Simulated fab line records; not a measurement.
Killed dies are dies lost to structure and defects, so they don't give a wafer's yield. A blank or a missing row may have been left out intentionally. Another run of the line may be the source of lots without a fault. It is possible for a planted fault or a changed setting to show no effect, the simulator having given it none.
Shared-tool check :: flow rit-cmos :: 15 lots, 45 wafers sampled

## THE REASON FOR OPENING IT
At RIT_NWELL_OVL_MEAS_06 the reading NWELL_OVL is flagged on 3 of 15 lots. Fault-free wafers read 0.4 nm, with a standard deviation of 1.4.
Rule: a lot is flagged when every wafer of it that has a number lies more than 4 standard deviations from that mean, or none has a number. The other lots count as sound.

lot: L429
measured: day 1 20:57
on: overlay-01
NWELL_OVL (nm), wafer by wafer: 2.0 0.8 0.5
flag: 

lot: L430
measured: day 2 01:20
on: overlay-01
NWELL_OVL (nm), wafer by wafer: 0.5 0.3 -0.2
flag: 

lot: L431
measured: day 2 06:16
on: overlay-02
NWELL_OVL (nm), wafer by wafer: 2.2 2.7 2.7
flag: 

lot: L432
measured: day 2 12:47
on: overlay-01
NWELL_OVL (nm), wafer by wafer: -1.2 0.0 -0.9
flag: 

lot: L433
measured: day 2 17:24
on: overlay-01
NWELL_OVL (nm), wafer by wafer: 0.4 2.0 2.5
flag: 

lot: L434
measured: day 2 21:53
on: overlay-01
NWELL_OVL (nm), wafer by wafer: -0.9 0.0 -1.0
flag: 

lot: L437
measured: day 3 14:34
on: overlay-02
NWELL_OVL (nm), wafer by wafer: -150.5 -151.5 -150.1
flag: FLAGGED

lot: L438
measured: day 3 18:08
on: overlay-02
NWELL_OVL (nm), wafer by wafer: -150.7 -149.9 -150.4
flag: FLAGGED

lot: L439
measured: day 4 02:46
on: overlay-02
NWELL_OVL (nm), wafer by wafer: -152.1 -152.1 -151.5
flag: FLAGGED

lot: L443
measured: day 4 23:46
on: overlay-02
NWELL_OVL (nm), wafer by wafer: -0.8 -0.4 0.2
flag: 

lot: L444
measured: day 5 04:11
on: overlay-01
NWELL_OVL (nm), wafer by wafer: -0.2 -0.8 -0.8
flag: 

lot: L447
measured: day 5 17:57
on: overlay-02
NWELL_OVL (nm), wafer by wafer: -0.1 0.8 1.4
flag: 

lot: L449
measured: day 6 02:07
on: overlay-01
NWELL_OVL (nm), wafer by wafer: -2.7 -1.0 -1.5
flag: 

lot: L450
measured: day 6 08:02
on: overlay-02
NWELL_OVL (nm), wafer by wafer: 0.6 1.0 -0.1
flag: 

lot: L451
measured: day 6 11:59
on: overlay-01
NWELL_OVL (nm), wafer by wafer: 1.2 1.1 0.9
flag: 
Averaged over the flagged lots the numbers come to -151.0 nm, -151.4 nm from the usual (-99 or more standard deviations).

## WHICH TOOL EACH LOT WENT THROUGH
2 process steps preceding the reading are held in the record, out of 202 steps in the route. Cell contents, in order: the tool; ch with the chambers the sampled wafers went through; the start.
lot: L429
flag: 
RIT_ACTIVE_STRIP_14: plasma-asher-03 ch 0,1, day 1 15:33
RIT_NWELL_EXPOSE_03: iline-stepper-02 ch 0, day 1 20:31

lot: L430
flag: 
RIT_ACTIVE_STRIP_14: plasma-asher-03 ch 0,1, day 1 19:58
RIT_NWELL_EXPOSE_03: iline-stepper-02 ch 0, day 2 00:54

lot: L431
flag: 
RIT_ACTIVE_STRIP_14: plasma-asher-04 ch 1, day 2 00:58
RIT_NWELL_EXPOSE_03: iline-stepper-02 ch 0, day 2 05:50

lot: L432
flag: 
RIT_ACTIVE_STRIP_14: plasma-asher-02 ch 0, day 2 05:58
RIT_NWELL_EXPOSE_03: iline-stepper-01 ch 0, day 2 12:22

lot: L433
flag: 
RIT_ACTIVE_STRIP_14: plasma-asher-02 ch 0,1, day 2 10:58
RIT_NWELL_EXPOSE_03: iline-stepper-01 ch 0, day 2 16:58

lot: L434
flag: 
RIT_ACTIVE_STRIP_14: plasma-asher-03 ch 0,1, day 2 16:33
RIT_NWELL_EXPOSE_03: iline-stepper-01 ch 0, day 2 21:27

lot: L437
flag: FLAGGED
RIT_ACTIVE_STRIP_14: plasma-asher-02 ch 0,1, day 3 07:02
RIT_NWELL_EXPOSE_03: iline-stepper-02 ch 0, day 3 14:10

lot: L438
flag: FLAGGED
RIT_ACTIVE_STRIP_14: plasma-asher-04 ch 0,1, day 3 11:57
RIT_NWELL_EXPOSE_03: iline-stepper-02 ch 0, day 3 17:43

lot: L439
flag: FLAGGED
RIT_ACTIVE_STRIP_14: plasma-asher-04 ch 1, day 3 18:43
RIT_NWELL_EXPOSE_03: iline-stepper-02 ch 0, day 4 02:22

lot: L443
flag: 
RIT_ACTIVE_STRIP_14: plasma-asher-03 ch 0,1, day 4 12:58
RIT_NWELL_EXPOSE_03: iline-stepper-01 ch 0, day 4 23:20

lot: L444
flag: 
RIT_ACTIVE_STRIP_14: plasma-asher-03 ch 0,1, day 4 21:40
RIT_NWELL_EXPOSE_03: iline-stepper-01 ch 0, day 5 03:47

lot: L447
flag: 
RIT_ACTIVE_STRIP_14: plasma-asher-04 ch 0,1, day 5 12:30
RIT_NWELL_EXPOSE_03: iline-stepper-01 ch 0, day 5 17:30

lot: L449
flag: 
RIT_ACTIVE_STRIP_14: plasma-asher-02 ch 0,1, day 5 18:50
RIT_NWELL_EXPOSE_03: iline-stepper-01 ch 0, day 6 01:42

lot: L450
flag: 
RIT_ACTIVE_STRIP_14: plasma-asher-02 ch 0,1, day 6 02:10
RIT_NWELL_EXPOSE_03: iline-stepper-01 ch 0, day 6 07:29

lot: L451
flag: 
RIT_ACTIVE_STRIP_14: plasma-asher-02 ch 0,1, day 6 06:44
RIT_NWELL_EXPOSE_03: iline-stepper-01 ch 0, day 6 11:35
What the steps here do:
- RIT_ACTIVE_STRIP_14: strips in O2, time 180 s.
- RIT_NWELL_EXPOSE_03: exposes mask M2, target cd 43900 nm.
- RIT_NWELL_OVL_MEAS_06

## FLAGGED AGAINST TOTAL, ONE TOOL AT A TIME (gauges that did the reading follow at the end)
step: RIT_ACTIVE_STRIP_14
tool: plasma-asher-02
lots run: 6
flagged: 1
share of the flagged lots: some
sound lots run after its first flagged lot: 3 (L449,L450,L451)

step: RIT_ACTIVE_STRIP_14
tool: plasma-asher-03
lots run: 5
flagged: 0
share of the flagged lots: none
sound lots run after its first flagged lot: -

step: RIT_ACTIVE_STRIP_14
tool: plasma-asher-04
lots run: 4
flagged: 2
share of the flagged lots: some
sound lots run after its first flagged lot: 1 (L447)

step: RIT_NWELL_EXPOSE_03
tool: iline-stepper-01
lots run: 9
flagged: 0
share of the flagged lots: none
sound lots run after its first flagged lot: -

step: RIT_NWELL_EXPOSE_03
tool: iline-stepper-02
lots run: 6
flagged: 3
share of the flagged lots: all
sound lots run after its first flagged lot: 0

step: RIT_NWELL_OVL_MEAS_06
tool: overlay-01
lots run: 8
flagged: 0
share of the flagged lots: none
sound lots run after its first flagged lot: -

step: RIT_NWELL_OVL_MEAS_06
tool: overlay-02
lots run: 7
flagged: 3
share of the flagged lots: all
sound lots run after its first flagged lot: 3 (L443,L447,L450)

## WHAT THE TABLE ALLOWS
2 rows of the table ran every flagged lot: iline-stepper-02 at RIT_NWELL_EXPOSE_03, overlay-02 at RIT_NWELL_OVL_MEAS_06.
- iline-stepper-02 at RIT_NWELL_EXPOSE_03: 3 of its 6 lots flagged. A fault beginning between L431 (day 2 05:50), its last sound lot, and L437 (day 3 14:10), its first flagged one, fits the data.
- overlay-02 at RIT_NWELL_OVL_MEAS_06: 3 of its 7 lots flagged. Sound lots followed the first flagged one (L443, L447, L450) on it, something a lasting fault affecting the whole tool could not allow.
Just one tool remains: iline-stepper-02 at RIT_NWELL_EXPOSE_03.

## WHAT THE SIMULATOR HAD INSERTED
Scanner matching overlay: iline-stepper-02, from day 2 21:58 on, at RIT_NWELL_EXPOSE_03. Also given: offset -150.
Lots struck among those shown: L437, L438, L439. Same finding as the rule above.
